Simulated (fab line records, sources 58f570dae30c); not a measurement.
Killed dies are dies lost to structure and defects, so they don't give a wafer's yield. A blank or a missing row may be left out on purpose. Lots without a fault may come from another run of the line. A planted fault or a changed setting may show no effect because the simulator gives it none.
fab line records | flow berkeley_cmos170
record lots=5 wafers=15 last_day=12
route steps=331 shown GATE@138 PLDD@145
lots that met no fault: from a run of the same line without faults
start_h: hours from the record's first day to the start of the lot's first wafer shown | wait_h: hours since the lot's step before | " the same as in the row above | L1.1+2: a row that stands for several wafers | - no value, or no start given | * or withheld: withheld | < > ~ a bound
route shown NAME@n: a module of which the file shows steps, and the number in the route of the first | usual: mean/standard deviation of fault-free wafers | same: alike in all rows | chamber/n: place in a boat | sites: the reading at each site | _std_site: their standard deviation | _edge_site: outer sites' mean less inner sites' | radius_mm: how far each site lies from the wafer's centre | mask NAME#n: copy n | behind: the tool/chamber that last shaped the wafer | hold: why the lot was held/for how many hours/how that ended | device: the transistor (n, p or np) that didn't switch | end of line: the same wafers' tests at the end of the route | a step without rows: its recipe alone | killed: dies lost to structure and defects at the first sort, not the wafer's yield | map: a wafer's dies, x killed, . not, _ none there
set.NAME: the setting as run; set.NAME@STEP: as run at that earlier step | model.NAME: the simulator's own value behind a step, which no gauge read
lots at some steps of the route; a table a step, a row a wafer
services: from which hour (start_h, from the record's first day; less than 0 if before it) a tool's chamber was out of use, for how many hours, and why
## steps
# step UCB170_GATE_CD_MEAS_12
# recipe target_cd_nm=350
# usual cd_nm=350.5/1.7
# columns lot.wafer tool chamber start_h wait_h cd_nm
L083.1 cd_sem-01 - 192.74 - 351.6
L083.2 " - " " 350.6
L083.3 " - " " 350.9
L084.2 cd_sem-01 - 193.09 - 349.6
L084.4 " - " " 350.2
L084.6 " - " " 352.0
L089.2 cd_sem-01 - 224.28 - 349.9
L089.3 " - " " 349.8
L089.6 " - " " 349.4
L093.2 cd_sem-01 - 248.93 - 348.4
L093.3 " - " " 348.1
L093.5 " - " " 349.5
L092.1 cd_sem-02 - 249.00 - 351.4
L092.3 " - " " 350.8
L092.5 " - " " 352.0
# step UCB170_GATE_OVL_MEAS_13
# usual GATE_OVL=2/5.4
# columns lot.wafer tool chamber start_h wait_h GATE_OVL[nm]
L083.1 overlay-01 - 192.86 0.1 0
L083.2 " - " " -9
L083.3 " - " " 0
L084.2 overlay-01 - 193.20 0.1 -3
L084.4 " - " " 5
L084.6 " - " " 2
L089.2 overlay-01 - 224.39 0.1 -8
L089.3 " - " " -2
L089.6 " - " " -12
L093.2 overlay-02 - 249.03 0.1 -2
L093.3 " - " " 12
L093.5 " - " " 2
L092.1 overlay-01 - 249.12 0.1 0
L092.3 " - " " 7
L092.5 " - " " 4
# step UCB170_GATE_ETCH_14
# recipe chemistry=N2/H2 target_depth_a=withheld overetch_a=withheld target=BARC time_s=withheld source_w=500 bias_w=100 pressure_mtorr=30 n2_flow_sccm=100 h2_flow_sccm=200
# usual drypump_motor_current_A=5.8/0.5 n2_flow_sccm=100.06/0.3 oes_product_au=1.002/0.02 rf_fwd_power_W=494.1/2.3 throttle_valve_pct=13.18/0.12
# columns lot.wafer tool chamber start_h wait_h drypump_motor_current_A n2_flow_sccm oes_product_au rf_fwd_power_W throttle_valve_pct
L083.1 rie_diel-03 1 192.90 0.0 6.0 100.20 1.020 499.3 13.13
L083.2 " 2 " " 6.4 99.73 0.974 491.8 13.15
L083.3 " 0 " " 5.3 99.41 1.031 493.6 13.08
L084.2 rie_diel-01 1 193.23 0.0 5.3 99.70 1.010 493.1 12.94
L084.4 " 2 " " 5.3 100.47 0.997 492.9 13.17
L084.6 " 0 " " 5.4 99.77 0.984 492.9 13.08
L089.2 rie_diel-04 2 224.42 0.0 6.3 99.67 0.993 489.8 13.19
L089.3 " 1 " " 5.7 99.17 0.976 495.0 13.20
L089.6 " 2 " " 6.3 100.16 1.001 492.2 13.17
L093.2 rie_diel-03 0 249.06 0.0 5.3 100.41 1.023 492.3 13.07
L093.3 " 1 " " 6.0 100.16 1.025 498.0 13.20
L093.5 " 1 " " 6.0 100.19 1.019 499.4 13.21
L092.1 rie_diel-01 3 249.16 0.0 6.4 99.87 1.025 493.3 13.18
L092.3 " 1 " " 5.2 99.93 1.009 494.5 12.95
L092.5 " 0 " " 5.4 99.56 1.001 493.1 13.09
# step UCB170_GATE_ETCH_15
# recipe chemistry=HBr/Cl2 target=poly-Si stop_on=SiO2 over_etch_frac=0.3 icp_w=300 bias_w=150 time_s=56.3 pressure_mtorr=15 HBr_flow_sccm=150 Cl2_flow_sccm=50 target_depth_a=2782
# usual drypump_motor_current_A=5.5/0.38 he_backside_leak_sccm=2.6/0.34 oes_product_au=0.829/0.012 rf_fwd_power_W=297.7/1.2 throttle_valve_pct=26.47/0.2
# columns lot.wafer tool chamber start_h wait_h drypump_motor_current_A he_backside_leak_sccm oes_product_au rf_fwd_power_W rf_hours_counter_h throttle_valve_pct
L083.1 rie_si-01 2 192.94 - 5.4 2.6 0.829 298.6 28 26.42
L083.2 " 1 " " 5.5 2.5 0.828 297.0 2 26.36
L083.3 " 0 " " 6.2 2.7 0.810 297.7 2 26.42
L084.2 rie_si-02 2 193.27 - 5.7 2.7 0.846 297.2 2 26.32
L084.4 " 3 " " 5.2 2.8 0.833 297.6 98 26.59
L084.6 " 3 " " 5.2 2.8 0.839 298.1 - 26.58
L089.2 rie_si-01 2 224.46 - 5.4 2.6 0.832 298.2 28 26.44
L089.3 " 1 " " 5.5 2.5 0.833 295.9 2 26.37
L089.6 " 0 " " 6.2 2.6 0.823 298.7 - 26.44
L093.2 rie_si-02 1 249.10 - 5.1 2.2 0.811 298.9 20 26.63
L093.3 " 3 " " 5.1 2.7 0.845 296.4 98 26.59
L093.5 " 3 " " 5.2 2.7 0.835 295.1 - 26.62
L092.1 rie_si-01 0 249.20 - 6.2 2.6 0.818 298.4 2 26.43
L092.3 " 2 " " 5.4 2.7 0.835 297.4 28 26.41
L092.5 " 2 " " 5.4 2.7 0.831 298.9 - 26.41
# step UCB170_GATE_STRIP_16
# recipe chemistry=O2 power_w=400 pressure_mtorr=3500 platen_temp_c=withheld o2_flow_sccm=400 overash_fraction=0.5
# usual drypump_motor_current_A=5.9/0.47 o2_flow_sccm=400.0/1.1 oes_product_au=0.724/0.0042
# columns lot.wafer tool chamber start_h wait_h drypump_motor_current_A o2_flow_sccm oes_product_au rf_hours_counter_h
L083.1 plasma_asher-04 1 192.99 0.0 5.2 401.7 0.724 49
L083.2 " 0 " " 6.0 398.1 0.715 49
L083.3 " 0 " " 6.1 399.5 0.719 -
L084.2 plasma_asher-04 0 193.32 0.0 6.0 400.7 0.719 49
L084.4 " 1 " " 5.2 399.8 0.731 -
L084.6 " 0 " " 6.0 401.0 0.731 -
L089.2 plasma_asher-01 1 224.51 0.0 6.3 399.7 0.722 44
L089.3 " 0 " " 6.5 398.0 0.730 -
L089.6 " 0 " " 6.6 400.5 0.723 -
L093.2 plasma_asher-02 1 249.15 0.0 6.1 401.2 0.720 53
L093.3 " 0 " " 5.5 399.3 0.720 -
L093.5 " 0 " " 5.5 400.2 0.725 -
L092.1 plasma_asher-04 0 249.25 0.0 6.1 400.6 0.724 55
L092.3 " 1 " " 5.2 398.8 0.719 -
L092.5 " 0 " " 6.0 400.0 0.726 -
# step UCB170_GATE_CD_MEAS_90
# recipe target_cd_nm=350
# usual cd_nm=350.3/1.7
# columns lot.wafer tool chamber start_h wait_h cd_nm
L083.1 cd_sem-02 - 193.14 0.1 350.7
L083.2 " - " " 350.4
L083.3 " - " " 349.7
L084.2 cd_sem-01 - 193.49 0.1 349.0
L084.4 " - " " 349.7
L084.6 " - " " 351.6
L089.2 cd_sem-01 - 224.63 0.1 349.0
L089.3 " - " " 350.1
L089.6 " - " " 349.5
L093.2 cd_sem-01 - 249.30 0.1 346.9
L093.3 " - " " 347.1
L093.5 " - " " 348.6
L092.1 cd_sem-02 - 249.36 0.1 351.2
L092.3 " - " " 351.2
L092.5 " - " " 352.0
# step UCB170_GATE_CLEAN_17
# recipe chemistry=SPM temp_c=120 time_s=600
# columns lot.wafer tool chamber start_h wait_h
L083.1+2+3 wet_bench-03 0 195.36 2.2
L084.2+4+6 wet_bench-03 3 195.36 1.9
L089.2+3+6 wet_bench-01 2 225.88 1.2
L093.2+3+5 wet_bench-01 1 249.40 0.1
L092.1+3+5 wet_bench-01 2 249.64 0.3
# step UCB170_PLDD_HMDS_00
# recipe prime_time_s=60 prime_temp_c=100
# columns lot.wafer tool chamber start_h wait_h
L084.2+4+6 litho_track-03 0 195.66 0.1
L083.1+2+3 litho_track-04 0 195.81 0.3
L089.2+3+6 litho_track-03 0 226.30 0.2
L093.2+3+5 litho_track-01 0 249.60 0.0
L092.1+3+5 litho_track-04 0 249.81 0.0
# step UCB170_PLDD_COAT_01
# recipe resist=KrF spin_rpm=1500 resist_thk_nm=900
# usual dispense_pressure_kPa=52/3.2
# columns lot.wafer tool chamber start_h wait_h dispense_pressure_kPa
L084.2 litho_track-03 0 195.81 0.1 56
L084.4 " 0 " " 56
L084.6 " 0 " " 56
L083.1 litho_track-04 0 195.96 0.1 51
L083.2 " 0 " " 51
L083.3 " 0 " " 51
L089.2 litho_track-03 0 226.45 0.1 56
L089.3 " 0 " " 56
L089.6 " 0 " " 56
L093.2 litho_track-01 0 249.75 0.1 49
L093.3 " 0 " " 49
L093.5 " 0 " " 49
L092.1 litho_track-04 0 249.96 0.1 51
L092.3 " 0 " " 51
L092.5 " 0 " " 51
# step UCB170_PLDD_SOFTBAKE_02
# recipe resist=KrF temp_c=130 time_s=60
# columns lot.wafer tool chamber start_h wait_h
L084.2+4+6 litho_track-03 0 195.96 0.1
L083.1+2+3 litho_track-04 0 196.11 0.1
L089.2+3+6 litho_track-03 0 226.60 0.1
L093.2+3+5 litho_track-01 0 249.90 0.1
L092.1+3+5 litho_track-04 0 250.11 0.1
# step UCB170_PLDD_EXPOSE_03
# recipe mask_id=PSELECT na=0.5 sigma_outer=0.6 source_shape=conventional target_cd_nm=1200 dose_mj=30
# usual stage_vel_mm_s=500.00/0.21
# same sigma_outer=0.6
# columns lot.wafer tool chamber start_h wait_h mask stage_vel_mm_s
L084.2 krf_scanner-02 0 196.32 0.3 PSELECT#0 500.27
L084.4 " 0 " " PSELECT#0 500.25
L084.6 " 0 " " PSELECT#0 500.15
L083.1 krf_scanner-01 0 196.54 0.4 PSELECT#0 500.07
L083.2 " 0 " " PSELECT#0 499.44
L083.3 " 0 " " PSELECT#0 500.12
L089.2 krf_scanner-01 0 226.88 0.3 PSELECT#0 500.01
L089.3 " 0 " " PSELECT#0 499.82
L089.6 " 0 " " PSELECT#0 500.12
L093.2 krf_scanner-02 0 250.05 0.1 PSELECT#0 500.24
L093.3 " 0 " " PSELECT#0 500.06
L093.5 " 0 " " PSELECT#0 500.08
L092.1 krf_scanner-01 0 250.39 0.2 PSELECT#0 499.70
L092.3 " 0 " " PSELECT#0 500.12
L092.5 " 0 " " PSELECT#0 499.95
# step UCB170_PLDD_PEB_04
# recipe peb_temp_c=130 peb_time_s=withheld resist=KrF
# columns lot.wafer tool chamber start_h wait_h
L083.1+2+3 litho_track-01 0 197.18 0.6
L084.2+4+6 litho_track-04 0 197.19 0.9
L089.2+3+6 litho_track-01 0 227.01 0.1
L093.2+3+5 litho_track-04 0 250.29 0.2
L092.1+3+5 litho_track-03 0 250.51 0.1
# step UCB170_PLDD_DEVELOP_05
# recipe developer=TMAH develop_time_s=45 resist=KrF dev_temp_c=21
# columns lot.wafer tool chamber start_h wait_h
L083.1+2+3 litho_track-01 0 - -
L084.2+4+6 litho_track-04 0 - -
L089.2+3+6 litho_track-01 0 - -
L093.2+3+5 litho_track-04 0 - -
L092.1+3+5 litho_track-03 0 - -
# step UCB170_PLDD_CD_MEAS_06
# recipe target_cd_nm=1200
# usual cd_nm=1200.0/1.4
# columns lot.wafer tool chamber start_h wait_h cd_nm
L083.1 cd_sem-01 - 197.45 - 1202.9
L083.2 " - " " 1202.6
L083.3 " - " " 1201.5
L084.2 cd_sem-02 - 197.46 - 1200.7
L084.4 " - " " 1201.0
L084.6 " - " " 1199.5
L089.2 cd_sem-01 - 227.28 - 1201.6
L089.3 " - " " 1200.7
L089.6 " - " " 1199.2
L093.2 cd_sem-02 - 250.56 - 1198.3
L093.3 " - " " 1200.0
L093.5 " - " " 1199.1
L092.1 cd_sem-01 - 250.78 - 1203.4
L092.3 " - " " 1202.5
L092.5 " - " " 1202.6
# step UCB170_PLDD_OVL_MEAS_07
# usual PLDD_OVL=3/5.7
# columns lot.wafer tool chamber start_h wait_h PLDD_OVL[nm]
L084.2 overlay-01 - 197.57 0.1 -8
L084.4 " - " " 0
L084.6 " - " " -14
L083.1 overlay-02 - 197.57 0.1 7
L083.2 " - " " -1
L083.3 " - " " -3
L089.2 overlay-02 - 227.39 0.1 17
L089.3 " - " " -1
L089.6 " - " " 8
L093.2 overlay-02 - 250.67 0.1 -3
L093.3 " - " " 7
L093.5 " - " " 4
L092.1 overlay-01 - 250.90 0.1 -9
L092.3 " - " " 1
L092.5 " - " " -4
# step UCB170_PLDD_IMPLANT_08
# recipe species=BF2 dose_cm2=5e+13 energy_kev=10 tilt_deg=7 rotation_deg=0
# usual dose_ions_cm2=5e+13/5.5e+10 tilt_deg=6.997/0.019
# columns lot.wafer tool chamber start_h wait_h dose_ions_cm2 tilt_deg
L083.1 implanter-02 0 197.61 0.0 4.996e+13 6.983
L083.2 " 0 " " 5e+13 6.957
L083.3 " 0 " " 4.992e+13 7.004
L084.2 implanter-01 0 197.62 0.0 5e+13 6.988
L084.4 " 0 " " 5e+13 6.984
L084.6 " 0 " " 5.003e+13 6.960
L089.2 implanter-03 0 227.44 0.0 5.004e+13 6.978
L089.3 " 0 " " 5.002e+13 6.989
L089.6 " 0 " " 4.999e+13 7.029
L093.2 implanter-02 0 250.72 0.0 4.999e+13 7.032
L093.3 " 0 " " 4.997e+13 7.000
L093.5 " 0 " " 4.995e+13 7.013
L092.1 implanter-01 0 250.94 0.0 5.001e+13 7.032
L092.3 " 0 " " 4.991e+13 7.008
L092.5 " 0 " " 5.005e+13 6.981
## services
# columns tool chamber start_h hours kind
krf_scanner-01 0 176.56 - calibration
krf_scanner-02 - 177.84 0.8 pm
implanter-01 - 179.73 3.6 pm
rie_si-01 - 187.42 2.8 pm
krf_scanner-01 - 190.13 1.3 pm
plasma_asher-01 - 191.28 8.9 repair
implanter-02 - 201.66 1.3 repair
krf_scanner-01 - 206.91 4.0 pm
krf_scanner-02 - 213.12 1.0 pm
rie_diel-03 1 213.80 - clean
rie_diel-03 1 213.80 15.1 scheduled_down
rie_diel-03 1 213.80 15.1 vent_cycle
krf_scanner-01 - 218.02 1.0 pm
rie_diel-03 2 220.54 15.8 repair
rie_si-02 - 223.52 2.8 pm
krf_scanner-02 - 224.20 4.4 pm
implanter-01 - 224.28 6.6 repair
plasma_asher-01 - 229.33 0.5 repair
krf_scanner-02 - 230.34 0.2 repair
implanter-03 - 231.55 9.3 repair
krf_scanner-01 - 231.60 0.8 pm
rie_diel-04 0 238.58 2.1 repair
rie_diel-01 0 241.82 2.2 repair
rie_diel-01 2 247.67 15.2 repair
## key
fault none
